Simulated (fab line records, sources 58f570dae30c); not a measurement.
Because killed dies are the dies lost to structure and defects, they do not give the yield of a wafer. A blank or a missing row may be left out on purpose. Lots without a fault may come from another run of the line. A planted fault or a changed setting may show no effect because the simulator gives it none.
Problem report in the 8D (eight disciplines) form, filled by code    flow berkeleyCmos170    the parts of the form that need people (team, actions taken, sign-off) are left out

## 1. THE ISSUE
Wafers without a fault read 18.22 s, standard deviation 0.095; stripTimeToEndpointS at UCB170_ACTIVE_STRIP_16 reads a mean of 15.47 s on 2 wafers belonging to 2 lots. That is -29 standard deviations from the usual mean.
The step: strips in O2.
First observed at day 7 05:44: wafer L689.3, on plasmaAsher-02. At this step, 42 wafers from 14 lots have a number in the record. Rule for "out" (also "out of limits"): further than 4 standard deviations from the usual mean. The other wafers with a number count as sound.

## 2. WHAT IT IS AND WHAT IT IS NOT
question                     is                    is not
which readings at this step  stripTimeToEndpointS  chamberPressureMTorr, drypumpMotorCurrentA, oesProductAu
which lots                   L687, L689            L677, L679, L680, L681, L682, L683, L684, L686, L691, L695, L697, L700
which wafers of those lots   L687.5, L689.3        L687.1, L687.3, L689.1, L689.4
read on which tools          plasmaAsher-02        plasmaAsher-03, plasmaAsher-04
when                         from day 7 05:44      up to then (26 sound wafers); but 14 sound wafers of L687, L691, L695, L697, L700 came after

## 3. THE SUSPECTS, EACH WITH WHAT RULES IT OUT
Counting: if a tool at a process step up to the reading ran every lot that is out, it stays a suspect. Sound lots after the first of them don't rule it out here, since some wafers of a struck lot are sound.
- rieDiel-03 at UCB170_ACTIVE_ETCH_15 (etches Si3N4 in CH3F/Ar/O2, stops on SiO2, target depth 242 nm, time 151 s): kept. Ran every lot that is out, first one L689 (day 7 05:38); last sound lot up to then L686 (day 6 21:02).
- plasmaAsher-02 at UCB170_ACTIVE_STRIP_16 (strips in O2): kept. Ran every lot that is out, first one L689 (day 7 05:44); last sound lot up to then L682 (day 6 04:59). Its own readings are out on those wafers: stripTimeToEndpointS.
- Within rieDiel-03 at UCB170_ACTIVE_ETCH_15: the wafers that are out ran in chamber 3; their sound lot-mates ran in chambers 0, 1, 2.
Left after counting: rieDiel-03 at UCB170_ACTIVE_ETCH_15, plasmaAsher-02 at UCB170_ACTIVE_STRIP_16.

## 4. THE CAUSE (what the simulator had put in)
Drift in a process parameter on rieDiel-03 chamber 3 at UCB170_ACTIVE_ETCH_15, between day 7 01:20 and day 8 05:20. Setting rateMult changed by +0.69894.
After counting, 2 suspects remain, this tool included.

## 5. THE EFFECT CHAIN, in route order
One row per reading whose mean, taken over the struck wafers that have a number, lies over 3 standard deviations from the usual. Readings are gone through only where the record gives a usual standard deviation; hours: the median, over the lots, of the time from a lot's start at the first step in this table giving one to that lot's start at this step; sigmas: the change measured in usual standard deviations.
hours  step                    reading               usual    on struck wafers  change  sigmas
0      UCB170_ACTIVE_STRIP_16  stripTimeToEndpointS  18.22 s  15.47             -2.75   -29
Here are the process steps it includes:
- UCB170_ACTIVE_STRIP_16: strips in O2.
Later steps that measure or inspect, where all struck wafers having a row at the step show a number for every such reading and not one has moved that far: UCB170_ACTIVE_CD_MEAS_90.

## 6. HOW IT WOULD HAVE BEEN CAUGHT EARLIER
In this record the first reading out of limits was taken at day 7 05:44, 4 hours after the fault began at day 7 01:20.
Of the tool readings at UCB170_ACTIVE_ETCH_15 for which the record gives a usual standard deviation, none was out on any struck wafer, so an alarm limit of 4 standard deviations on them would not have fired.
L687, from the lots that are out (2), started UCB170_ACTIVE_ETCH_15 on rieDiel-03 later than day 7 05:44. It would have been spared by a hold on the tool at that moment.
